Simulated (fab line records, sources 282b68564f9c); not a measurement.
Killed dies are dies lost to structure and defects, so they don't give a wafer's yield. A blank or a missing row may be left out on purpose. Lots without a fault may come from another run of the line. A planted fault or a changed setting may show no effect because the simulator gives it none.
What tool caused it? || flow ritCmos || 14 lots, 42 wafers sampled, at 2 steps of a route of 202

## WHAT EACH GAUGE READ, for each wafer
RIT_REOX_THK_MEAS_04. Usual: for REOX_OXIDE_THK the level is 25.1 nm and the standard deviation is 0.39.
{"lot": "L674", "measured": "day 2 22:29", "on": "filmMetro-03", "REOX_OXIDE_THK (nm)": "25.2 25.3 25.4", "flag": ""}
{"lot": "L675", "measured": "day 3 04:16", "on": "filmMetro-02", "REOX_OXIDE_THK (nm)": "25.1 25.3 25.8", "flag": ""}
{"lot": "L676", "measured": "day 3 11:45", "on": "filmMetro-04", "REOX_OXIDE_THK (nm)": "25.0 24.6 24.7", "flag": ""}
{"lot": "L677", "measured": "day 3 16:06", "on": "filmMetro-04", "REOX_OXIDE_THK (nm)": "25.0 24.7 25.0", "flag": ""}
{"lot": "L679", "measured": "day 3 22:57", "on": "filmMetro-03", "REOX_OXIDE_THK (nm)": "25.0 24.8 24.9", "flag": ""}
{"lot": "L680", "measured": "day 4 03:13", "on": "filmMetro-04", "REOX_OXIDE_THK (nm)": "24.6 25.3 25.4", "flag": ""}
{"lot": "L681", "measured": "day 4 05:04", "on": "filmMetro-04", "REOX_OXIDE_THK (nm)": "25.2 25.1 24.7", "flag": ""}
{"lot": "L685", "measured": "day 5 00:44", "on": "filmMetro-04", "REOX_OXIDE_THK (nm)": "12.7 12.4 12.0", "flag": "OFF"}
{"lot": "L686", "measured": "day 5 05:40", "on": "filmMetro-04", "REOX_OXIDE_THK (nm)": "11.9 11.6 12.0", "flag": "OFF"}
{"lot": "L687", "measured": "day 5 11:10", "on": "filmMetro-04", "REOX_OXIDE_THK (nm)": "25.5 25.5 25.4", "flag": ""}
{"lot": "L690", "measured": "day 6 01:13", "on": "filmMetro-03", "REOX_OXIDE_THK (nm)": "25.5 24.9 25.0", "flag": ""}
{"lot": "L691", "measured": "day 6 06:39", "on": "filmMetro-02", "REOX_OXIDE_THK (nm)": "24.6 24.9 24.6", "flag": ""}
{"lot": "L694", "measured": "day 6 21:20", "on": "filmMetro-03", "REOX_OXIDE_THK (nm)": "25.0 25.3 25.2", "flag": ""}
{"lot": "L695", "measured": "day 7 00:33", "on": "filmMetro-04", "REOX_OXIDE_THK (nm)": "24.8 25.0 24.8", "flag": ""}

## WHAT TOOL EACH LOT RAN ON (gives the tool, then ch and the chambers of the sampled wafers, and finally the start)
{"lot": "L674", "RIT_REOX_OXIDATION_03": "furnace-02 ch 0, day 2 19:56"}
{"lot": "L675", "RIT_REOX_OXIDATION_03": "furnace-04 ch 0, day 3 01:42"}
{"lot": "L676", "RIT_REOX_OXIDATION_03": "furnace-02 ch 0, day 3 09:12"}
{"lot": "L677", "RIT_REOX_OXIDATION_03": "furnace-02 ch 0, day 3 13:32"}
{"lot": "L679", "RIT_REOX_OXIDATION_03": "furnace-02 ch 0, day 3 20:23"}
{"lot": "L680", "RIT_REOX_OXIDATION_03": "furnace-02 ch 0, day 4 00:40"}
{"lot": "L681", "RIT_REOX_OXIDATION_03": "furnace-01 ch 0, day 4 02:31"}
{"lot": "L685", "RIT_REOX_OXIDATION_03": "furnace-02 ch 0, day 4 22:10"}
{"lot": "L686", "RIT_REOX_OXIDATION_03": "furnace-02 ch 0, day 5 03:06"}
{"lot": "L687", "RIT_REOX_OXIDATION_03": "furnace-04 ch 0, day 5 08:37"}
{"lot": "L690", "RIT_REOX_OXIDATION_03": "furnace-01 ch 0, day 5 22:40"}
{"lot": "L691", "RIT_REOX_OXIDATION_03": "furnace-01 ch 0, day 6 04:04"}
{"lot": "L694", "RIT_REOX_OXIDATION_03": "furnace-04 ch 0, day 6 18:47"}
{"lot": "L695", "RIT_REOX_OXIDATION_03": "furnace-01 ch 0, day 6 22:00"}
- RIT_REOX_OXIDATION_03: target thk 25.2 nm, ox time 5580 s.

## AS READ BY THE TOOLS THEMSELVES (means over the sampled wafers that have a number; for cases with no such wafer, the mark the record gives instead)
RIT_REOX_OXIDATION_03. Usual: spikeTcCentreC 902.5 C, standard deviation 1.2; spikeTcLoadC 928 C, standard deviation 4.1; spikeTcSourceC 925.9 C, standard deviation 2.1; tubeCenterTempC 900 C, standard deviation 0.078; tube_center_temp_C_max 902.4, standard deviation 0.39.
{"lot": "L674", "tool": "furnace-02", "spikeTcCentreC (C)": 901.5, "spikeTcLoadC (C)": 929, "spikeTcSourceC (C)": 924.7, "tubeCenterTempC (C)": 900, "tube_center_temp_C_max": 902.7, "flag": ""}
{"lot": "L675", "tool": "furnace-04", "spikeTcCentreC (C)": 902.6, "spikeTcLoadC (C)": 921, "spikeTcSourceC (C)": 928.3, "tubeCenterTempC (C)": 900, "tube_center_temp_C_max": 902.4, "flag": ""}
{"lot": "L676", "tool": "furnace-02", "spikeTcCentreC (C)": 901.5, "spikeTcLoadC (C)": 930, "spikeTcSourceC (C)": 923.5, "tubeCenterTempC (C)": 900, "tube_center_temp_C_max": 902.4, "flag": ""}
{"lot": "L677", "tool": "furnace-02", "spikeTcCentreC (C)": 902.0, "spikeTcLoadC (C)": 931, "spikeTcSourceC (C)": 924.1, "tubeCenterTempC (C)": 900, "tube_center_temp_C_max": 902.0, "flag": ""}
{"lot": "L679", "tool": "furnace-02", "spikeTcCentreC (C)": 901.8, "spikeTcLoadC (C)": 929, "spikeTcSourceC (C)": 923.0, "tubeCenterTempC (C)": 900, "tube_center_temp_C_max": 902.4, "flag": ""}
{"lot": "L680", "tool": "furnace-02", "spikeTcCentreC (C)": 901.5, "spikeTcLoadC (C)": 931, "spikeTcSourceC (C)": 923.0, "tubeCenterTempC (C)": 900, "tube_center_temp_C_max": 902.1, "flag": ""}
{"lot": "L681", "tool": "furnace-01", "spikeTcCentreC (C)": 902.8, "spikeTcLoadC (C)": 931, "spikeTcSourceC (C)": 926.6, "tubeCenterTempC (C)": 900, "tube_center_temp_C_max": 902.6, "flag": ""}
{"lot": "L685", "tool": "furnace-02", "spikeTcCentreC (C)": 836.5, "spikeTcLoadC (C)": 864, "spikeTcSourceC (C)": 857.4, "tubeCenterTempC (C)": 834, "tube_center_temp_C_max": 837.1, "flag": "OFF"}
{"lot": "L686", "tool": "furnace-02", "spikeTcCentreC (C)": 836.4, "spikeTcLoadC (C)": 864, "spikeTcSourceC (C)": 856.9, "tubeCenterTempC (C)": 834, "tube_center_temp_C_max": 836.7, "flag": "OFF"}
{"lot": "L687", "tool": "furnace-04", "spikeTcCentreC (C)": 902.7, "spikeTcLoadC (C)": 922, "spikeTcSourceC (C)": 927.6, "tubeCenterTempC (C)": 900, "tube_center_temp_C_max": 902.0, "flag": ""}
{"lot": "L690", "tool": "furnace-01", "spikeTcCentreC (C)": 904.2, "spikeTcLoadC (C)": 931, "spikeTcSourceC (C)": 927.5, "tubeCenterTempC (C)": 900, "tube_center_temp_C_max": 902.4, "flag": ""}
{"lot": "L691", "tool": "furnace-01", "spikeTcCentreC (C)": 902.8, "spikeTcLoadC (C)": 932, "spikeTcSourceC (C)": 926.5, "tubeCenterTempC (C)": 900, "tube_center_temp_C_max": 902.0, "flag": ""}
{"lot": "L694", "tool": "furnace-04", "spikeTcCentreC (C)": 902.4, "spikeTcLoadC (C)": 922, "spikeTcSourceC (C)": 928.8, "tubeCenterTempC (C)": 900, "tube_center_temp_C_max": 902.3, "flag": ""}
{"lot": "L695", "tool": "furnace-01", "spikeTcCentreC (C)": 904.2, "spikeTcLoadC (C)": 931, "spikeTcSourceC (C)": 927.3, "tubeCenterTempC (C)": 900, "tube_center_temp_C_max": 902.5, "flag": ""}

## THE ANSWER, worked out from the rows above alone
Rule: a lot counts as off when the mean over its wafers that have a number is more than 3 standard deviations away from the usual mean. Also off: a lot with no number at a reading for which 4 or more lots have one. Any other lot the step has rows for is counted as sound. First the gauges in route order, then the tools' own readings, where a lot's mean is used as printed above. The first step at which some lot is off is used, and at that step the reading that is off furthest; a lot without a number counts as furthest.
Off: at RIT_REOX_THK_MEAS_04 (REOX_OXIDE_THK), L685, L686.
If a tool, at a process step before that reading, ran all the lots that are off and no sound lot after the first of them, it fits. Not tried: the gauges at RIT_REOX_THK_MEAS_04; whatever is off there is also off at RIT_REOX_OXIDATION_03, on other tools, and gauge error can't account for it. One candidate fits, namely furnace-02 at RIT_REOX_OXIDATION_03. A fault onset in the window from L680 (day 4 00:40, its last sound lot) to L685 (day 4 22:10, its first lot off) fits.
The tool's own readings at RIT_REOX_OXIDATION_03 bear it out: on the lots that are off they differ by more than 5 times the standard deviation of the sound lots' means. spikeTcCentreC reads 836.5 C there against 902.5 C on the sound lots; spikeTcLoadC reads 864 C there against 928 C on the sound lots; spikeTcSourceC reads 857.1 C there against 925.9 C on the sound lots; tubeCenterTempC reads 834 C there against 900 C on the sound lots; tube_center_temp_C_max reads 836.9 there against 902.3 on the sound lots.

## WHAT THE SIMULATOR HAD PUT IN
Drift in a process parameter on furnace-02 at RIT_REOX_OXIDATION_03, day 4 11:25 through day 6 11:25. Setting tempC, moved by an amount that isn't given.
Struck lots among those shown: L685, L686. This agrees with what the rule above found.
